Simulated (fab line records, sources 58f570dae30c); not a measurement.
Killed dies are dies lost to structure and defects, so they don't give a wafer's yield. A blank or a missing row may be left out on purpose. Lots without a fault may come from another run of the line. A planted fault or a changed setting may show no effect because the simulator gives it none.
One fault seen from 2 desks | flow berkeley_cmos170 | each desk has only its own numbers; what lay behind them comes last

THE METROLOGY DESK
What the gauges read, lot by lot, whatever tool the lot ran on: means of the sampled wafers that have a number. A lot is out of limits, marked OUT, if its mean lies more than 4 standard deviations from the usual mean; the brackets give that distance.
Columns: A = PSD_TW at UCB170_PSD_TW_MEAS_10, usual 2342; B = M1_AL_RS at UCB170_M1_RS_MEAS_01, usual 0.0484 ohm/sq
lot  | first seen here | A    | B
L513 | day 7 04:46     | 2332 | 0.0487
L514 | day 7 05:03     | 2359 | 0.0479
L516 | day 7 14:04     | 2345 | 0.0484
L517 | day 7 14:20     | 2346 | 0.0477
L519 | day 7 23:00     | 2375 | 0.0484
L518 | day 7 23:01     | 2347 | 0.0495
L521 | day 8 16:49     | 2335 | 0.0477
L522 | day 8 17:04     | 2324 | 0.0487
L523 | day 9 11:50     | 2353 | 0.0480
L525 | day 9 11:57     | 2337 | 0.0490
L526 | day 10 04:31    | 2338 | 0.0486
L530 | day 10 20:00    | 2337 | 0.0477
L533 | day 11 10:43    | 2345 | 0.0480
L534 | day 11 17:32    | 2334 | 0.0478
This desk's finding: nothing out of limits on any of the 14 lots.

THE TOOL OWNER'S DESK: pvd_sputter-01
The tool's own readings at UCB170_M3_SPUTTER_01 (material Al, target thk 900 nm, time 120 s): means of the sampled wafers that have a number, for each lot that ran on this tool. A lot is out of limits, marked OUT, if its mean lies more than 4 standard deviations from the usual mean; the brackets give that distance.
Columns: A = chamber_pressure_pa at UCB170_M3_SPUTTER_01, usual 0.5000 Pa; B = throttle_valve_pct at UCB170_M3_SPUTTER_01, usual 30.2 %
lot  | first seen here | A                | B
L513 | day 8 09:09     | 0.5000           | 30.2
L519 | day 9 04:00     | 0.5002           | 29.8
L521 | day 9 21:46     | 0.5000           | 30.2
L523 | day 10 10:53    | 0.4995           | 29.9
L526 | day 11 06:03    | 0.5229 (+23) OUT | 29.6
L530 | day 11 21:47    | 0.5224 (+22) OUT | 29.5
This desk's finding: out of limits on L526, L530; first on L526, day 11 06:03 (chamber_pressure_pa at UCB170_M3_SPUTTER_01). In limits: L513, L519, L521, L523.

PUT TOGETHER
The tool owner's desk could have raised an alarm at day 11 06:03, on L526, L530.
The metrology desk saw nothing out of limits.
The metrology desk has L526, L530 on record, within its limits.
Of the lots named, all ran UCB170_M3_SPUTTER_01 on pvd_sputter-01.

WHAT THE SIMULATOR HAD PUT IN
Process parameter drift: pvd_sputter-01, from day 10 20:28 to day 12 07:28, at UCB170_M3_SPUTTER_01. Setting chamber_pressure_pa, moved by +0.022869, from 0.5. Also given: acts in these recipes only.
Lots struck among those shown: L526, L530.
Hours from the fault's start to each desk's first reading out of limits: the tool owner's desk, 10.
